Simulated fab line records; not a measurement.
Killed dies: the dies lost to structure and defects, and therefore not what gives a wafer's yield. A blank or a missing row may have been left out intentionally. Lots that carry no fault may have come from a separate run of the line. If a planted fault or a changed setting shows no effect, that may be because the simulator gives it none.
Split-lot trial / flow berkeleyCmos170 / 5 lots, 23 wafers read, on a route of 331 steps

== ON THE SPLIT ==
At UCB170_SILICIDE_SPUTTER_01 (material Ti, target thk 30 nm, time 25 s), the setting powerW was moved away from the recipe's 1500 W on 9 of the 23 wafers read, by -3.1% to +7.5%. The other wafers ran this setting at the recipe's value.

== BETWEEN THE SPLIT AND THE READING: the file shows 1 step in between ==
- UCB170_SILICIDE_RS_MEAS_02: measures by four-point-probe

== THE READING ==
SILICIDE_TI_THK, in nm, at UCB170_SILICIDE_THK_MEAS_03 (measures by xrf). Fault-free wafers of this fab line usually give 30.1 nm, standard deviation 0.43 nm.

wafer=L074.1; tool, chamber at the split=pvdSputter-01, -; powerW as run, W=1500; against the recipe=recipe; SILICIDE_TI_THK, nm=29.8; against lot-mates on the recipe=-
wafer=L074.2; tool, chamber at the split=pvdSputter-01, -; powerW as run, W=1500; against the recipe=recipe; SILICIDE_TI_THK, nm=30.2; against lot-mates on the recipe=-
wafer=L074.3; tool, chamber at the split=pvdSputter-01, -; powerW as run, W=1500; against the recipe=recipe; SILICIDE_TI_THK, nm=30.3; against lot-mates on the recipe=-
wafer=L074.4; tool, chamber at the split=pvdSputter-01, -; powerW as run, W=1500; against the recipe=recipe; SILICIDE_TI_THK, nm=29.7; against lot-mates on the recipe=-
wafer=L074.5; tool, chamber at the split=pvdSputter-01, -; powerW as run, W=1500; against the recipe=recipe; SILICIDE_TI_THK, nm=30.4; against lot-mates on the recipe=-
wafer=L075.3; tool, chamber at the split=pvdSputter-02, -; powerW as run, W=1500; against the recipe=recipe; SILICIDE_TI_THK, nm=30.0; against lot-mates on the recipe=-
wafer=L075.4; tool, chamber at the split=pvdSputter-02, -; powerW as run, W=1500; against the recipe=recipe; SILICIDE_TI_THK, nm=29.7; against lot-mates on the recipe=-
wafer=L075.6; tool, chamber at the split=pvdSputter-02, -; powerW as run, W=1500; against the recipe=recipe; SILICIDE_TI_THK, nm=30.0; against lot-mates on the recipe=-
wafer=L080.1; tool, chamber at the split=pvdSputter-02, -; powerW as run, W=1500; against the recipe=recipe; SILICIDE_TI_THK, nm=29.4; against lot-mates on the recipe=-
wafer=L080.3; tool, chamber at the split=pvdSputter-02, -; powerW as run, W=1500; against the recipe=recipe; SILICIDE_TI_THK, nm=29.0; against lot-mates on the recipe=-
wafer=L080.4; tool, chamber at the split=pvdSputter-02, -; powerW as run, W=1613; against the recipe=+7.5%; SILICIDE_TI_THK, nm=31.6; against lot-mates on the recipe=+2.4
wafer=L080.5; tool, chamber at the split=pvdSputter-02, -; powerW as run, W=1613; against the recipe=+7.5%; SILICIDE_TI_THK, nm=31.9; against lot-mates on the recipe=+2.7
wafer=L080.6; tool, chamber at the split=pvdSputter-02, -; powerW as run, W=1613; against the recipe=+7.5%; SILICIDE_TI_THK, nm=31.9; against lot-mates on the recipe=+2.7
wafer=L081.1; tool, chamber at the split=pvdSputter-04, -; powerW as run, W=1500; against the recipe=recipe; SILICIDE_TI_THK, nm=30.3; against lot-mates on the recipe=-
wafer=L081.2; tool, chamber at the split=pvdSputter-04, -; powerW as run, W=1453; against the recipe=-3.1%; SILICIDE_TI_THK, nm=29.3; against lot-mates on the recipe=-1.1
wafer=L081.3; tool, chamber at the split=pvdSputter-04, -; powerW as run, W=1453; against the recipe=-3.1%; SILICIDE_TI_THK, nm=29.1; against lot-mates on the recipe=-1.2
wafer=L081.4; tool, chamber at the split=pvdSputter-04, -; powerW as run, W=1453; against the recipe=-3.1%; SILICIDE_TI_THK, nm=29.3; against lot-mates on the recipe=-1.1
wafer=L081.6; tool, chamber at the split=pvdSputter-04, -; powerW as run, W=1500; against the recipe=recipe; SILICIDE_TI_THK, nm=30.4; against lot-mates on the recipe=-
wafer=L083.1; tool, chamber at the split=pvdSputter-02, -; powerW as run, W=1500; against the recipe=recipe; SILICIDE_TI_THK, nm=29.8; against lot-mates on the recipe=-
wafer=L083.2; tool, chamber at the split=pvdSputter-02, -; powerW as run, W=1500; against the recipe=recipe; SILICIDE_TI_THK, nm=29.6; against lot-mates on the recipe=-
wafer=L083.4; tool, chamber at the split=pvdSputter-02, -; powerW as run, W=1557; against the recipe=+3.8%; SILICIDE_TI_THK, nm=31.2; against lot-mates on the recipe=+1.5
wafer=L083.5; tool, chamber at the split=pvdSputter-02, -; powerW as run, W=1557; against the recipe=+3.8%; SILICIDE_TI_THK, nm=30.9; against lot-mates on the recipe=+1.2
wafer=L083.6; tool, chamber at the split=pvdSputter-02, -; powerW as run, W=1557; against the recipe=+3.8%; SILICIDE_TI_THK, nm=31.1; against lot-mates on the recipe=+1.4

THE FIT
A straight line over all 23 wafers: SILICIDE_TI_THK changes by +0.253 nm for each +1% of powerW; r = +0.92; the points scatter about the line by 0.34 nm.
The same after taking each lot's own level away (the mean of its wafers on the recipe; 23 wafers): +0.349 nm for each +1%; r = +0.99; scatter 0.18 nm.
That fit puts the effect of the largest move of powerW on the reading at 2.6 nm.
From 29.20 to 30.35 nm: that is the span of the lots' own levels, equal to 2.7 times the standard deviation above.
Thus the slope moves with the lot-to-lot level: the two fits are different.
Check: +2.7 nm against its lot-mates is what the line predicts for one of the wafers moved furthest among these (+7.5%) when that wafer is left out of the fit. Against them it came out at +2.4 nm.

== ADDITIONAL SPLITS CARRIED BY THESE WAFERS ==
Before the reading, these wafers also passed through other splits. Each is held against what the fit with the lots' levels taken away leaves over:
other split on the same wafers=UCB170_GATE_CVD_04 sih4FlowSccm; wafers away from the commonest value=18; r with SILICIDE_TI_THK (lot level and that fit taken away)=+0.08
other split on the same wafers=UCB170_GATE_SOFTBAKE_08 tempC; wafers away from the commonest value=7; r with SILICIDE_TI_THK (lot level and that fit taken away)=+0.08
other split on the same wafers=UCB170_PSD_EXPOSE_03 doseMj; wafers away from the commonest value=10; r with SILICIDE_TI_THK (lot level and that fit taken away)=-0.02
other split on the same wafers=UCB170_NSD_EXPOSE_03 doseMj; wafers away from the commonest value=7; r with SILICIDE_TI_THK (lot level and that fit taken away)=-0.22

== THE WHOLE CHAIN: every reading that the file lists as answering this split, in the file's order ==
step=UCB170_SILICIDE_SPUTTER_01; what it does=material Ti, target thk 30 nm, time 25 s; reading=Ti_of_SILICIDE_SPUTTER_01.thkNm (the simulator's own value, which no gauge read); change (the file's fit)=+0.342 nm for each +1% of the setting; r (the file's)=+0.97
step=UCB170_SILICIDE_RS_MEAS_02; what it does=measures by four-point-probe; reading=SILICIDE_TI_RS; change (the file's fit)=-0.338 for each +1% of the setting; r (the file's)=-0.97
step=UCB170_SILICIDE_THK_MEAS_03; what it does=measures by xrf; reading=SILICIDE_TI_THK; change (the file's fit)=+0.344 for each +1% of the setting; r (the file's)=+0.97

== THE FILE'S OWN FIT ==
SILICIDE_TI_THK changes by +0.344 nm for each +1% of powerW, r = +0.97.
